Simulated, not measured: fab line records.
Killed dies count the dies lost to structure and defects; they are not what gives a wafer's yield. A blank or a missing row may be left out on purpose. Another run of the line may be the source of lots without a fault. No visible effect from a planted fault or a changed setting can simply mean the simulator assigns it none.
fab line records | flow rit-cmos
record lots=14 wafers=42 last-day=7
route steps=202 shown GATE@96 PLDD@124 SPACER@129 SILICIDE@162 M1@202
lots that met no fault: taken from a fault-free run of the same line
start-h: the number of hours between the record's first day and the start of the first shown wafer of the lot | wait-h: how many hours have passed since the lot's step before this one | " the same as in the row above | L1.1+2: one row covering several wafers at once | - no value, or no start was given | * or withheld: withheld | < > ~ a bound
route shown NAME@n: names a module that has steps shown in the file, with the first one's number in the route | usual: mean/standard deviation taken from wafers without a fault | same: alike in all rows | chamber/n: place in a boat | sites: the reading at each site | _std_site: the standard deviation of these | _edge_site: mean of outer sites minus mean of inner sites | radius-mm: how far each site lies from the wafer's centre | mask NAME#n: copy n | behind: the last tool/chamber to shape the wafer | hold: what put the lot on hold/how long, in hours/how the hold closed | device: which transistor (n, p or np) failed to switch | end of line: at the end of the route, the tests of the same wafers | a step given without rows: its recipe and nothing more | killed: not the wafer's yield, but the dies lost to structure and defects at the first sort | map: a wafer's dies, marking killed ones x, the rest . and places with no die _
set.NAME: the run value of the setting; set.NAME@STEP: its run value at that earlier step | model.NAME: the simulator's own value behind a step, which no gauge read
the route's steps for a sample of lots (tables are steps, rows are wafers)
services: a tool's chamber out of use, with start hour (start-h, from the record's first day; less than 0 if before it), hours out, and reason
## steps
# step RIT_GATE_STRIP_20
# recipe chemistry=O2 time-s=180 resist=NOVOLAK platen-temp-c=withheld power-w=500 pressure-mtorr=4000 o2-flow-sccm=4000
# usual drypump-motor-current-A=5.7/0.44
# columns lot.wafer tool chamber start-h wait-h drypump-motor-current-A rf-hours-counter-h
L585.1 plasma-asher-02 1 41.89 0.1 5.5 38
L585.4 " 0 " " 6.4 -
L585.5 " 1 " " 5.4 -
L586.1 plasma-asher-02 0 42.38 0.1 6.4 39
L586.3 " 0 " " 6.4 -
L586.6 " 1 " " 5.4 -
L587.1 plasma-asher-02 0 50.15 0.1 6.5 40
L587.2 " 1 " " 5.4 40
L587.4 " 0 " " 6.4 -
L589.1 plasma-asher-02 0 58.69 0.1 6.4 41
L589.5 " 0 " " 6.4 -
L589.6 " 1 " " 5.4 -
L590.1 plasma-asher-02 0 64.20 0.1 6.4 41
L590.4 " 0 " " 6.4 -
L590.5 " 1 " " 5.5 -
L591.1 plasma-asher-02 1 69.41 0.1 5.5 42
L591.3 " 0 " " 6.4 -
L591.6 " 0 " " 6.4 -
L592.1 plasma-asher-04 0 77.64 0.1 5.3 29
L592.5 " 0 " " 5.3 -
L592.6 " 1 " " 5.8 -
L593.2 plasma-asher-01 1 80.44 0.1 5.5 44
L593.4 " 1 " " 5.5 -
L593.5 " 1 " " 5.4 -
L594.1 plasma-asher-01 0 85.30 0.1 5.4 44
L594.3 " 0 " " 5.4 -
L594.4 " 1 " " 5.5 -
L596.2 plasma-asher-02 1 98.71 0.1 5.4 44
L596.5 " 1 " " 5.5 -
L596.6 " 0 " " 6.4 -
L597.3 plasma-asher-02 0 99.02 0.1 6.4 -
L597.5 " 1 " " 5.5 -
L597.6 " 0 " " 6.4 -
L605.1 plasma-asher-02 0 140.62 0.1 6.4 49
L605.4 " 0 " " 6.5 -
L605.6 " 1 " " 5.4 -
L606.2 plasma-asher-01 1 146.66 0.1 5.5 3
L606.5 " 0 " " 5.4 -
L606.6 " 1 " " 5.5 -
L608.4 plasma-asher-01 0 154.05 0.1 5.4 -
L608.5 " 1 " " 5.4 -
L608.6 " 0 " " 5.4 -
# step RIT_PLDD_TW_MEAS_10
# usual PLDD_TW=2344/38
# columns lot.wafer tool chamber start-h wait-h PLDD_TW
L585.1 film-metro-04 - 48.54 0.1 2306
L585.4 " - " " 2301
L585.5 " - " " 2298
L586.1 film-metro-04 - 48.80 0.1 2300
L586.3 " - " " 2308
L586.6 " - " " 2315
L587.1 film-metro-04 - 56.54 0.1 2304
L587.2 " - " " 2304
L587.4 " - " " 2306
L589.1 film-metro-01 - 65.19 0.1 2376
L589.5 " - " " 2369
L589.6 " - " " 2373
L590.1 film-metro-03 - 71.80 0.1 2361
L590.4 " - " " 2363
L590.5 " - " " 2364
L591.1 film-metro-01 - 76.53 0.1 2371
L591.3 " - " " 2375
L591.6 " - " " 2369
L592.1 film-metro-04 - 83.84 0.1 2297
L592.5 " - " " 2288
L592.6 " - " " 2293
L593.2 film-metro-03 - 87.53 0.1 2379
L593.4 " - " " 2380
L593.5 " - " " 2368
L594.1 film-metro-01 - 93.29 0.1 2384
L594.3 " - " " 2385
L594.4 " - " " 2375
L596.2 film-metro-03 - 106.60 0.1 2380
L596.5 " - " " 2382
L596.6 " - " " 2379
L597.3 film-metro-01 - 106.88 0.1 2380
L597.5 " - " " 2384
L597.6 " - " " 2377
L605.1 film-metro-04 - 148.89 0.1 2312
L605.4 " - " " 2288
L605.6 " - " " 2286
L606.2 film-metro-01 - 153.37 0.1 2401
L606.5 " - " " 2377
L606.6 " - " " 2382
L608.4 film-metro-04 - 161.67 0.1 2284
L608.5 " - " " 2294
L608.6 " - " " 2301
# step RIT_SPACER_THK_MEAS_04
# recipe reads=Si3N4_of_SPACER_CVD_03
# usual SPACER_NITRIDE_THK=252.8/2.3
# columns lot.wafer tool chamber start-h wait-h SPACER_NITRIDE_THK[nm]
L585.1 film-metro-04 - 50.89 0.0 253.5
L585.4 " - " " 251.2
L585.5 " - " " 252.0
L586.1 film-metro-01 - 53.26 0.0 249.0
L586.3 " - " " 248.1
L586.6 " - " " 249.4
L587.1 film-metro-02 - 59.00 0.0 255.2
L587.2 " - " " 255.0
L587.4 " - " " 256.9
L589.1 film-metro-01 - 68.49 0.0 254.9
L589.5 " - " " 256.1
L589.6 " - " " 254.9
L590.1 film-metro-04 - 75.12 0.0 249.0
L590.4 " - " " 249.0
L590.5 " - " " 249.5
L591.1 film-metro-02 - 78.88 0.0 252.6
L591.3 " - " " 252.4
L591.6 " - " " 252.8
L592.1 film-metro-02 - 86.18 0.0 254.8
L592.5 " - " " 254.1
L592.6 " - " " 254.8
L593.2 film-metro-01 - 89.91 0.0 249.7
L593.4 " - " " 250.6
L593.5 " - " " 251.3
L594.1 film-metro-01 - 95.78 0.0 250.4
L594.3 " - " " 250.6
L594.4 " - " " 250.2
L596.2 film-metro-02 - 108.96 0.0 250.7
L596.5 " - " " 251.4
L596.6 " - " " 252.8
L597.3 film-metro-02 - 110.89 0.0 252.8
L597.5 " - " " 253.6
L597.6 " - " " 254.1
L605.1 film-metro-01 - 151.25 0.0 255.3
L605.4 " - " " 252.3
L605.6 " - " " 254.9
L606.2 film-metro-02 - 156.70 0.0 253.0
L606.5 " - " " 255.0
L606.6 " - " " 255.8
L608.4 film-metro-04 - 164.04 0.0 253.6
L608.5 " - " " 250.9
L608.6 " - " " 252.7
# step RIT_SILICIDE_SPUTTER_01
# recipe material=Ti target-thk-nm=30 power-w=362.4 chamber-pressure-pa=0.667 gas=Ar time-s=240 substrate-temp-c=25
# usual throttle-valve-pct=30.5/0.82
# columns lot.wafer tool chamber start-h wait-h throttle-valve-pct
L585.1 pvd-sputter-01 - 54.92 0.0 31.2
L585.4 " - " " 30.2
L585.5 " - " " 30.5
L586.1 pvd-sputter-03 - 57.37 0.0 29.7
L586.3 " - " " 30.8
L586.6 " - " " 30.6
L587.1 pvd-sputter-02 - 63.31 0.0 31.3
L587.2 " - " " 30.5
L587.4 " - " " 29.4
L589.1 pvd-sputter-02 - 72.58 0.0 29.5
L589.5 " - " " 30.3
L589.6 " - " " 31.4
L590.1 pvd-sputter-01 - 79.21 0.0 30.1
L590.4 " - " " 31.8
L590.5 " - " " 30.4
L591.1 pvd-sputter-02 - 83.17 0.0 30.2
L591.3 " - " " 29.6
L591.6 " - " " 29.1
L592.1 pvd-sputter-01 - 90.39 0.0 30.5
L592.5 " - " " 30.4
L592.6 " - " " 32.0
L593.2 pvd-sputter-02 - 94.01 0.0 31.5
L593.4 " - " " 29.6
L593.5 " - " " 29.7
L594.1 pvd-sputter-01 - 99.94 0.0 31.8
L594.3 " - " " 30.2
L594.4 " - " " 31.1
L596.2 pvd-sputter-01 - 113.04 0.0 31.9
L596.5 " - " " 30.4
L596.6 " - " " 29.8
L597.3 pvd-sputter-02 - 115.34 0.0 30.3
L597.5 " - " " 30.4
L597.6 " - " " 31.3
L605.1 pvd-sputter-02 - 155.22 0.0 30.5
L605.4 " - " " 29.7
L605.6 " - " " 29.5
L606.2 pvd-sputter-01 - 161.06 0.0 31.8
L606.5 " - " " 31.8
L606.6 " - " " 31.4
L608.4 pvd-sputter-01 - 168.21 0.0 31.8
L608.5 " - " " 32.1
L608.6 " - " " 31.2
# step RIT_SILICIDE_RS_MEAS_02
# recipe thk-meas-gauge=four-point-probe reads=Ti_of_SILICIDE_SPUTTER_01
# usual SILICIDE_TI_RS=46.0/0.61
# columns lot.wafer tool chamber start-h wait-h SILICIDE_TI_RS[ohm/sq]
L585.1 film-metro-02 - 55.08 0.1 45.3
L585.4 " - " " 46.0
L585.5 " - " " 46.0
L586.1 film-metro-02 - 57.52 0.1 45.7
L586.3 " - " " 45.9
L586.6 " - " " 45.6
L587.1 film-metro-02 - 63.46 0.1 45.7
L587.2 " - " " 46.2
L587.4 " - " " 46.0
L589.1 film-metro-02 - 72.73 0.1 45.9
L589.5 " - " " 46.1
L589.6 " - " " 46.1
L590.1 film-metro-01 - 79.38 0.1 46.4
L590.4 " - " " 46.7
L590.5 " - " " 46.8
L591.1 film-metro-02 - 83.32 0.1 45.6
L591.3 " - " " 45.3
L591.6 " - " " 45.6
L592.1 film-metro-02 - 90.56 0.1 45.5
L592.5 " - " " 46.3
L592.6 " - " " 46.8
L593.2 film-metro-01 - 94.33 0.2 46.4
L593.4 " - " " 46.8
L593.5 " - " " 46.5
L594.1 film-metro-02 - 100.11 0.1 47.2
L594.3 " - " " 47.1
L594.4 " - " " 46.2
L596.2 film-metro-03 - 113.21 0.1 45.8
L596.5 " - " " 45.4
L596.6 " - " " 45.0
L597.3 film-metro-01 - 115.53 0.1 46.3
L597.5 " - " " 45.3
L597.6 " - " " 45.3
L605.1 film-metro-02 - 155.37 0.1 45.9
L605.4 " - " " 44.9
L605.6 " - " " 45.0
L606.2 film-metro-02 - 161.23 0.1 63.5
L606.5 " - " " 63.8
L606.6 " - " " 46.3
L608.4 film-metro-02 - 168.42 0.1 63.2
L608.5 " - " " 64.2
L608.6 " - " " 45.7
# step RIT_SILICIDE_THK_MEAS_03
# recipe thk-meas-gauge=xrf reads=Ti_of_SILICIDE_SPUTTER_01
# usual SILICIDE_TI_THK=30.8/0.35
# columns lot.wafer tool chamber start-h wait-h SILICIDE_TI_THK[nm]
L585.1 film-metro-02 - 55.20 0.1 31.2
L585.4 " - " " 30.9
L585.5 " - " " 30.7
L586.1 film-metro-02 - 57.64 0.1 30.9
L586.3 " - " " 30.9
L586.6 " - " " 30.8
L587.1 film-metro-02 - 63.58 0.1 30.9
L587.2 " - " " 30.5
L587.4 " - " " 30.7
L589.1 film-metro-02 - 72.85 0.1 30.9
L589.5 " - " " 30.7
L589.6 " - " " 30.7
L590.1 film-metro-01 - 79.50 0.1 30.7
L590.4 " - " " 30.8
L590.5 " - " " 30.6
L591.1 film-metro-02 - 83.44 0.1 31.1
L591.3 " - " " 31.0
L591.6 " - " " 30.9
L592.1 film-metro-02 - 90.68 0.1 30.9
L592.5 " - " " 30.6
L592.6 " - " " 30.4
L593.2 film-metro-01 - 94.44 0.1 30.9
L593.4 " - " " 30.7
L593.5 " - " " 30.7
L594.1 film-metro-02 - 100.23 0.1 30.0
L594.3 " - " " 30.2
L594.4 " - " " 30.7
L596.2 film-metro-03 - 113.32 0.1 31.0
L596.5 " - " " 31.2
L596.6 " - " " 31.3
L597.3 film-metro-01 - 115.63 0.1 30.9
L597.5 " - " " 31.4
L597.6 " - " " 31.3
L605.1 film-metro-02 - 155.49 0.1 31.1
L605.4 " - " " 31.7
L605.6 " - " " 31.5
L606.2 film-metro-02 - 161.34 0.1 24.0
L606.5 " - " " 23.9
L606.6 " - " " 30.7
L608.4 film-metro-02 - 168.51 0.1 24.0
L608.5 " - " " 23.6
L608.6 " - " " 30.9
# step RIT_M1_PROBE_99
# usual killed_at_M0_to_M3=0.0/0.14 killed-at-contacts=0.1/0.34 killed-at-front-end=6.6/2.7 killed-dies=6.7/2.7 killed-on-rim=1.8/1.3 killed-open=3.5/1.9 killed-short=3.1/1.8
# same gross-dies=264 killed_at_M4_up=0 killed-at-back-side=0 killed-at-other=0
# columns lot.wafer tool chamber start-h wait-h killed_at_M0_to_M3 killed-at-contacts killed-at-front-end killed-dies killed-on-rim killed-open killed-short
L585.1 prober-01 - 61.99 0.1 0 0 6 6 1 3 3
L585.4 prober-01 - 62.14 0.2 0 0 3 3 1 2 1
L585.5 prober-01 - 62.19 0.2 0 0 7 7 0 3 4
L586.1 prober-02 - 64.32 0.1 0 0 4 4 1 1 3
L586.3 prober-02 - 64.42 0.2 0 0 5 5 2 3 2
L586.6 prober-02 - 64.57 0.2 0 0 13 13 2 8 5
L587.1 prober-01 - 70.52 0.1 0 0 7 7 2 4 3
L587.2 prober-01 - 70.57 0.1 0 0 9 9 4 3 6
L587.4 prober-01 - 70.67 0.2 0 0 7 7 2 5 2
L589.1 prober-01 - 79.32 0.1 0 0 10 10 2 5 5
L589.5 prober-01 - 79.52 0.2 0 0 7 7 0 3 4
L589.6 prober-01 - 79.57 0.2 0 0 10 10 2 3 7
L590.1 prober-02 - 86.18 0.1 0 0 5 5 1 3 2
L590.4 prober-02 - 86.33 0.2 0 0 8 8 1 4 4
L590.5 prober-02 - 86.38 0.2 0 0 8 8 3 5 3
L591.1 prober-01 - 90.24 0.1 0 0 3 3 0 0 3
L591.3 prober-01 - 90.34 0.2 0 0 4 4 1 1 3
L591.6 prober-01 - 90.49 0.2 0 0 2 2 2 1 1
L592.1 prober-02 - 97.29 0.1 0 0 10 10 3 5 5
L592.5 prober-02 - 97.49 0.2 0 0 8 8 2 6 2
L592.6 prober-02 - 97.54 0.2 0 0 2 2 0 1 1
L593.2 prober-01 - 101.57 0.1 0 0 6 6 2 4 2
L593.4 prober-01 - 101.67 0.2 0 0 3 3 2 1 2
L593.5 prober-01 - 101.72 0.2 0 0 10 10 2 7 3
L594.1 prober-02 - 106.96 0.1 0 0 7 7 5 3 4
L594.3 prober-02 - 107.06 0.2 1 0 10 11 4 5 6
L594.4 prober-02 - 107.11 0.2 0 0 11 11 4 5 6
L596.2 prober-02 - 120.01 0.1 0 0 5 5 2 1 4
L596.5 prober-02 - 120.16 0.2 0 0 5 5 2 2 3
L596.6 prober-02 - 120.21 0.2 0 0 6 6 0 4 2
L597.3 prober-01 - 122.73 0.2 0 0 10 10 3 5 5
L597.5 prober-01 - 122.83 0.2 0 1 6 7 0 3 4
L597.6 prober-01 - 122.88 0.2 0 0 8 8 1 3 5
L605.1 prober-01 - 161.99 0.1 0 0 4 4 2 3 1
L605.4 prober-01 - 162.14 0.2 0 1 6 7 2 5 2
L605.6 prober-01 - 162.24 0.2 0 0 4 4 1 2 2
L606.2 prober-02 - 168.25 0.1 0 0 11 11 2 4 7
L606.5 prober-02 - 168.40 0.2 0 0 4 4 1 1 3
L606.6 prober-02 - 168.45 0.2 0 0 6 6 2 2 4
L608.4 prober-02 - 175.22 0.2 0 0 4 4 2 3 1
L608.5 prober-02 - 175.27 0.2 0 0 0 0 0 0 0
L608.6 prober-02 - 175.32 0.2 0 0 10 10 5 5 5
# killed by level:class
L585.1 GATE:geometric-particle:short=2 SPACER:geometric-particle:open=2 GATE:geometric-particle:open=1 SILICIDE:geometric-particle:short=1
L585.4 FOX2:geometric-particle:short=1 GATE:geometric-particle:open=1 SPACER:geometric-particle:open=1
L585.5 SPACER:geometric-particle:short=2 SILICIDE:geometric-particle:open=2 FOX2:geometric-particle:short=1 GATE:geometric-particle:short=1 SPACER:geometric-particle:open=1
L586.1 SPACER:geometric-particle:short=2 FOX2:geometric-particle:short=1 REOX:geometric-particle:open=1
L586.3 GATE:geometric-particle:short=2 FOX2:geometric-particle:open=1 GATE:geometric-particle:open=1 REOX:geometric-particle:open=1
L586.6 REOX:geometric-particle:open=4 GATE:geometric-particle:short=3 FOX2:geometric-particle:open=2 FOX2:geometric-particle:short=1 GATE:geometric-particle:open=1 REOX:geometric-particle:short=1 SPACER:geometric-particle:open=1
L587.1 GATE:geometric-particle:short=2 REOX:geometric-particle:open=2 FOX2:geometric-particle:open=1 SPACER:geometric-particle:short=1 SILICIDE:geometric-particle:open=1
L587.2 SILICIDE:geometric-particle:short=3 FOX1:geometric-particle:short=2 REOX:geometric-particle:open=2 FOX2:geometric-particle:open=1 SPACER:geometric-particle:short=1
L587.4 REOX:geometric-particle:open=3 FOX1:geometric-particle:short=1 GATE:geometric-particle:open=1 SILICIDE:geometric-particle:short=1 SILICIDE:geometric-particle:open=1
L589.1 GATE:geometric-particle:open=4 GATE:geometric-particle:short=3 SPACER:geometric-particle:short=2 FOX1:geometric-particle:open=1
L589.5 GATE:geometric-particle:open=2 GATE:geometric-particle:short=2 SILICIDE:geometric-particle:short=2 FOX1:geometric-particle:open=1
L589.6 GATE:geometric-particle:short=5 FOX1:geometric-particle:open=1 FOX1:geometric-particle:short=1 GATE:geometric-particle:open=1 SPACER:geometric-particle:short=1 SPACER:geometric-particle:open=1
L590.1 GATE:geometric-particle:open=2 FOX1:geometric-particle:short=1 GATE:geometric-particle:short=1 REOX:geometric-particle:open=1
L590.4 GATE:geometric-particle:short=3 GATE:geometric-particle:open=2 FOX1:geometric-particle:open=1 SPACER:geometric-particle:open=1 SPACER:geometric-particle:short=1
L590.5 GATE:geometric-particle:open=2 SILICIDE:geometric-particle:open=2 GATE:geometric-particle:short=1 REOX:geometric-particle:open=1 SPACER:geometric-particle:short=1 SILICIDE:geometric-particle:short=1
L591.1 FOX1:geometric-particle:short=1 GATE:geometric-particle:short=1 SILICIDE:geometric-particle:short=1
L591.3 FOX1:geometric-particle:short=1 GATE:geometric-particle:open=1 GATE:geometric-particle:short=1 SILICIDE:geometric-particle:short=1
L591.6 FOX1:geometric-particle:short=1 GATE:geometric-particle:open=1
L592.1 FOX1:geometric-particle:short=4 FOX1:geometric-particle:open=3 GATE:geometric-particle:open=2 GATE:geometric-particle:short=1
L592.5 GATE:geometric-particle:open=3 FOX1:geometric-particle:open=2 FOX1:geometric-particle:short=1 FOX2:geometric-particle:short=1 SPACER:geometric-particle:open=1
L592.6 GATE:geometric-particle:open=1 SILICIDE:geometric-particle:short=1
L593.2 GATE:geometric-particle:open=2 REOX:geometric-particle:open=2 REOX:geometric-particle:short=1 SILICIDE:geometric-particle:short=1
L593.4 FOX2:geometric-particle:short=1 GATE:geometric-particle:open=1 GATE:geometric-particle:short=1
L593.5 GATE:geometric-particle:open=4 GATE:geometric-particle:short=3 SPACER:geometric-particle:open=2 REOX:geometric-particle:open=1
L594.1 FOX2:geometric-particle:short=1 GATE:geometric-particle:open=1 GATE:geometric-particle:short=1 SPACER:geometric-particle:open=1 SPACER:geometric-particle:short=1 SILICIDE:geometric-particle:short=1 SILICIDE:geometric-particle:open=1
L594.3 GATE:geometric-particle:short=2 GATE:geometric-particle:open=2 SPACER:geometric-particle:open=2 SILICIDE:geometric-particle:short=2 SPACER:geometric-particle:short=1 SILICIDE:geometric-particle:open=1 M1:geometric-particle:short=1
L594.4 SPACER:geometric-particle:open=3 SILICIDE:geometric-particle:short=3 GATE:geometric-particle:short=2 FOX2:geometric-particle:short=1 GATE:geometric-particle:open=1 SILICIDE:geometric-particle:open=1
L596.2 GATE:geometric-particle:short=2 FOX1:geometric-particle:short=1 REOX:geometric-particle:open=1 SILICIDE:geometric-particle:short=1
L596.5 SPACER:geometric-particle:short=2 GATE:geometric-particle:short=1 REOX:geometric-particle:open=1 SILICIDE:geometric-particle:open=1
L596.6 GATE:geometric-particle:open=3 SILICIDE:geometric-particle:short=2 SPACER:geometric-particle:open=1
L597.3 GATE:geometric-particle:open=2 SPACER:geometric-particle:short=2 SPACER:geometric-particle:open=2 FOX1:geometric-particle:short=1 GATE:geometric-particle:short=1 REOX:geometric-particle:open=1 SILICIDE:geometric-particle:short=1
L597.5 SPACER:geometric-particle:open=2 FOX1:geometric-particle:open=1 FOX1:geometric-particle:short=1 FOX2:geometric-particle:short=1 SPACER:geometric-particle:short=1 CONTACT:geometric-particle:short=1
L597.6 GATE:geometric-particle:short=2 GATE:geometric-particle:open=2 ACTIVE:geometric-particle:open=1 FOX2:geometric-particle:short=1 REOX:geometric-particle:short=1 SPACER:geometric-particle:short=1
L605.1 SILICIDE:geometric-particle:open=2 GATE:geometric-particle:short=1 GATE:geometric-particle:open=1
L605.4 GATE:geometric-particle:open=2 REOX:geometric-particle:open=2 GATE:geometric-particle:short=1 SILICIDE:geometric-particle:short=1 CONTACT:geometric-particle:open=1
L605.6 GATE:geometric-particle:open=1 REOX:geometric-particle:short=1 SPACER:geometric-particle:open=1 SILICIDE:geometric-particle:short=1
L606.2 GATE:geometric-particle:short=2 GATE:geometric-particle:open=2 SPACER:geometric-particle:open=2 FOX1:geometric-particle:short=1 FOX2:geometric-particle:short=1 REOX:geometric-particle:short=1 SPACER:geometric-particle:short=1 SILICIDE:geometric-particle:short=1
L606.5 GATE:geometric-particle:short=2 FOX2:geometric-particle:short=1 GATE:geometric-particle:open=1
L606.6 GATE:geometric-particle:short=3 FOX2:geometric-particle:open=2 REOX:geometric-particle:short=1
L608.4 GATE:geometric-particle:open=2 FOX2:geometric-particle:open=1 GATE:geometric-particle:short=1
L608.5
L608.6 GATE:geometric-particle:short=4 GATE:geometric-particle:open=3 FOX1:geometric-particle:open=1 SPACER:geometric-particle:short=1 SILICIDE:geometric-particle:open=1
## services
# columns tool chamber start-h hours kind
pvd-sputter-03 - 48.65 8.4 repair
plasma-asher-01 - 105.73 1.2 repair
plasma-asher-01 - 108.75 9.0 pm
plasma-asher-01 0 108.75 9.0 vent-cycle
plasma-asher-01 1 108.75 9.0 vent-cycle
plasma-asher-01 0 117.75 - clean
plasma-asher-01 1 117.75 - clean
## key
first-sign step=RIT_SILICIDE_RS_MEAS_02 reading=SILICIDE_TI_RS direction=up sigmas=29 usual=46.0 struck=63.7
effect step=RIT_SILICIDE_THK_MEAS_03 reading=SILICIDE_TI_THK direction=down sigmas=20 usual=30.8 struck=23.9
met-at RIT_SILICIDE_SPUTTER_01
struck-lots L606,L608
struck-wafers L606.2,L606.5,L608.4,L608.5
tester-left-out L606,L608
not-acting-at RIT_GATE_STRIP_20,RIT_PLDD_TW_MEAS_10,RIT_SPACER_THK_MEAS_04
onset-between 113.04 161.06
fault kind=process-parameter-drift tool=pvd-sputter-01 chamber=- onset-h=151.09 steps=RIT_SILICIDE_SPUTTER_01 channel=time-s offset=* shape=step end-h=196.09 acts-in=* stated=* scope=struck-wafers-only
# tester-left-out: of these lots the tester's yield and bins aren't shown, on N5 and GAA mostly nor the transistor test; their killed dies are dies lost to structure and defects alone, not to doping, threshold or leakage, so they don't give the yield
